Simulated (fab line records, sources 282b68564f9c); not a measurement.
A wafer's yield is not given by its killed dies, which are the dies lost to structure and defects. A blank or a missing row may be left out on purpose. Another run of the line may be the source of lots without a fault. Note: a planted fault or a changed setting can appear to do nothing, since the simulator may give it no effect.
Which tool was responsible? :: flow rit cmos :: Sampling: 13 lots, 39 wafers, 3 of 202 route steps

WHAT THE GAUGES SHOWED, per wafer
RIT_PLDD_OVL_MEAS_06. Usual: PLDD_OVL gives 0.4 nm (standard deviation 1.4).
lot: L127
measured: day 2 23:11
on: overlay-02
PLDD_OVL (nm): 2.8 2.1 2.7
flag: 

lot: L128
measured: day 3 01:37
on: overlay-01
PLDD_OVL (nm): -0.3 -1.1 0.1
flag: 

lot: L129
measured: day 3 10:22
on: overlay-01
PLDD_OVL (nm): 3.0 1.5 0.6
flag: 

lot: L133
measured: day 4 02:15
on: overlay-02
PLDD_OVL (nm): -0.2 1.7 2.7
flag: 

lot: L134
measured: day 4 06:21
on: overlay-02
PLDD_OVL (nm): -2.7 -3.6 -0.5
flag: 

lot: L135
measured: day 4 14:19
on: overlay-02
PLDD_OVL (nm): 1.1 3.6 2.5
flag: 

lot: L138
measured: day 5 03:08
on: overlay-02
PLDD_OVL (nm): - - -
flag: OFF

lot: L139
measured: day 5 11:40
on: overlay-01
PLDD_OVL (nm): -0.1 1.5 2.1
flag: 

lot: L140
measured: day 5 14:29
on: overlay-02
PLDD_OVL (nm): 1.6 1.7 1.5
flag: 

lot: L147
measured: day 7 03:13
on: overlay-01
PLDD_OVL (nm): -1.0 -1.9 0.4
flag: 

lot: L148
measured: day 7 05:46
on: overlay-01
PLDD_OVL (nm): -2.0 1.0 -2.1
flag: 

lot: L149
measured: day 7 13:31
on: overlay-01
PLDD_OVL (nm): 2.2 1.3 -0.2
flag: 

lot: L150
measured: day 7 20:01
on: overlay-02
PLDD_OVL (nm): 1.8 0.2 0.7
flag: 

RIT_PLDD_TW_MEAS_10. Usual: PLDD_TW gives 2346 (standard deviation 12).
lot: L127
measured: day 2 23:42
on: film metro-02
PLDD_TW: 2347 2350 2343
flag: 

lot: L128
measured: day 3 02:08
on: film metro-04
PLDD_TW: 2338 2337 2345
flag: 

lot: L129
measured: day 3 10:52
on: film metro-02
PLDD_TW: 2337 2348 2333
flag: 

lot: L133
measured: day 4 02:46
on: film metro-02
PLDD_TW: 2347 2343 2348
flag: 

lot: L134
measured: day 4 06:52
on: film metro-02
PLDD_TW: 2345 2348 2331
flag: 

lot: L135
measured: day 4 14:50
on: film metro-04
PLDD_TW: 2338 2346 2353
flag: 

lot: L138
measured: day 5 03:39
on: film metro-02
PLDD_TW: 30 30 30 30 30 30
flag: OFF

lot: L139
measured: day 5 12:11
on: film metro-01
PLDD_TW: 2334 2359 2355
flag: 

lot: L140
measured: day 5 15:00
on: film metro-02
PLDD_TW: 2356 2359 2353
flag: 

lot: L147
measured: day 7 03:44
on: film metro-02
PLDD_TW: 2356 2351 2358
flag: 

lot: L148
measured: day 7 06:17
on: film metro-04
PLDD_TW: 2324 2341 2323
flag: 

lot: L149
measured: day 7 14:02
on: film metro-02
PLDD_TW: 2359 2345 2358
flag: 

lot: L150
measured: day 7 20:32
on: film metro-02
PLDD_TW: 2354 2360 2351
flag: 

WHICH TOOL RAN EACH LOT (tool, then ch and the chambers of the sampled wafers, then the start)
lot: L127
RIT_PLDD_EXPOSE_03: iline stepper-01 ch 0, day 2 22:47

lot: L128
RIT_PLDD_EXPOSE_03: iline stepper-02 ch 0, day 3 01:13

lot: L129
RIT_PLDD_EXPOSE_03: iline stepper-02 ch 0, day 3 09:43

lot: L133
RIT_PLDD_EXPOSE_03: iline stepper-02 ch 0, day 4 01:51

lot: L134
RIT_PLDD_EXPOSE_03: iline stepper-02 ch 0, day 4 05:57

lot: L135
RIT_PLDD_EXPOSE_03: iline stepper-02 ch 0, day 4 13:56

lot: L138
RIT_PLDD_EXPOSE_03: iline stepper-01 ch 0, day 5 02:45

lot: L139
RIT_PLDD_EXPOSE_03: iline stepper-01 ch 0, day 5 11:16

lot: L140
RIT_PLDD_EXPOSE_03: iline stepper-02 ch 0, day 5 14:07

lot: L147
RIT_PLDD_EXPOSE_03: iline stepper-01 ch 0, day 7 02:49

lot: L148
RIT_PLDD_EXPOSE_03: iline stepper-01 ch 0, day 7 05:22

lot: L149
RIT_PLDD_EXPOSE_03: iline stepper-01 ch 0, day 7 13:09

lot: L150
RIT_PLDD_EXPOSE_03: iline stepper-01 ch 0, day 7 19:38
- RIT_PLDD_EXPOSE_03: exposes mask M8, target cd 40900 nm.

WHAT THE TOOLS THEMSELVES READ (means of the sampled wafers that have a number; where no wafer has one, the mark that the record gives instead)
RIT_PLDD_EXPOSE_03. Usual: stage vel mm s 499.96 mm/s, standard deviation 0.25.
lot: L127
tool: iline stepper-01
stage vel mm s (mm/s): 499.63
flag: 

lot: L128
tool: iline stepper-02
stage vel mm s (mm/s): 500.06
flag: 

lot: L129
tool: iline stepper-02
stage vel mm s (mm/s): 500.10
flag: 

lot: L133
tool: iline stepper-02
stage vel mm s (mm/s): 499.96
flag: 

lot: L134
tool: iline stepper-02
stage vel mm s (mm/s): 500.03
flag: 

lot: L135
tool: iline stepper-02
stage vel mm s (mm/s): 499.99
flag: 

lot: L138
tool: iline stepper-01
stage vel mm s (mm/s): 500.05
flag: 

lot: L139
tool: iline stepper-01
stage vel mm s (mm/s): 499.99
flag: 

lot: L140
tool: iline stepper-02
stage vel mm s (mm/s): 500.38
flag: 

lot: L147
tool: iline stepper-01
stage vel mm s (mm/s): 499.95
flag: 

lot: L148
tool: iline stepper-01
stage vel mm s (mm/s): 499.79
flag: 

lot: L149
tool: iline stepper-01
stage vel mm s (mm/s): 500.21
flag: 

lot: L150
tool: iline stepper-01
stage vel mm s (mm/s): 499.96
flag: 

THE ANSWER, worked out from the rows above alone
Rule: a lot is off if the mean of its wafers that have a number lies more than 3 standard deviations from the usual mean. Also off: a lot with no number at a reading for which 4 or more lots have one. All remaining lots with rows at the step are treated as sound. After the gauges, taken in route order, come the tools' own readings; for these a lot's mean is taken, as printed above. At the first step where some lot is off, the reading lying furthest off is the one used; lots without a number count as furthest.
Off: at RIT_PLDD_OVL_MEAS_06 (PLDD_OVL), L138. Without a number there: L138.
A tool fits if, at a process step before that reading, it ran every lot that is off, and no sound lot after the first of them. Not tried: the gauges at RIT_PLDD_OVL_MEAS_06; whatever is off there is also off at RIT_PLDD_TW_MEAS_10, on other tools, and gauge error can't account for it. No candidate that was tried fits.

WHAT HAD BEEN PUT IN BY THE SIMULATOR
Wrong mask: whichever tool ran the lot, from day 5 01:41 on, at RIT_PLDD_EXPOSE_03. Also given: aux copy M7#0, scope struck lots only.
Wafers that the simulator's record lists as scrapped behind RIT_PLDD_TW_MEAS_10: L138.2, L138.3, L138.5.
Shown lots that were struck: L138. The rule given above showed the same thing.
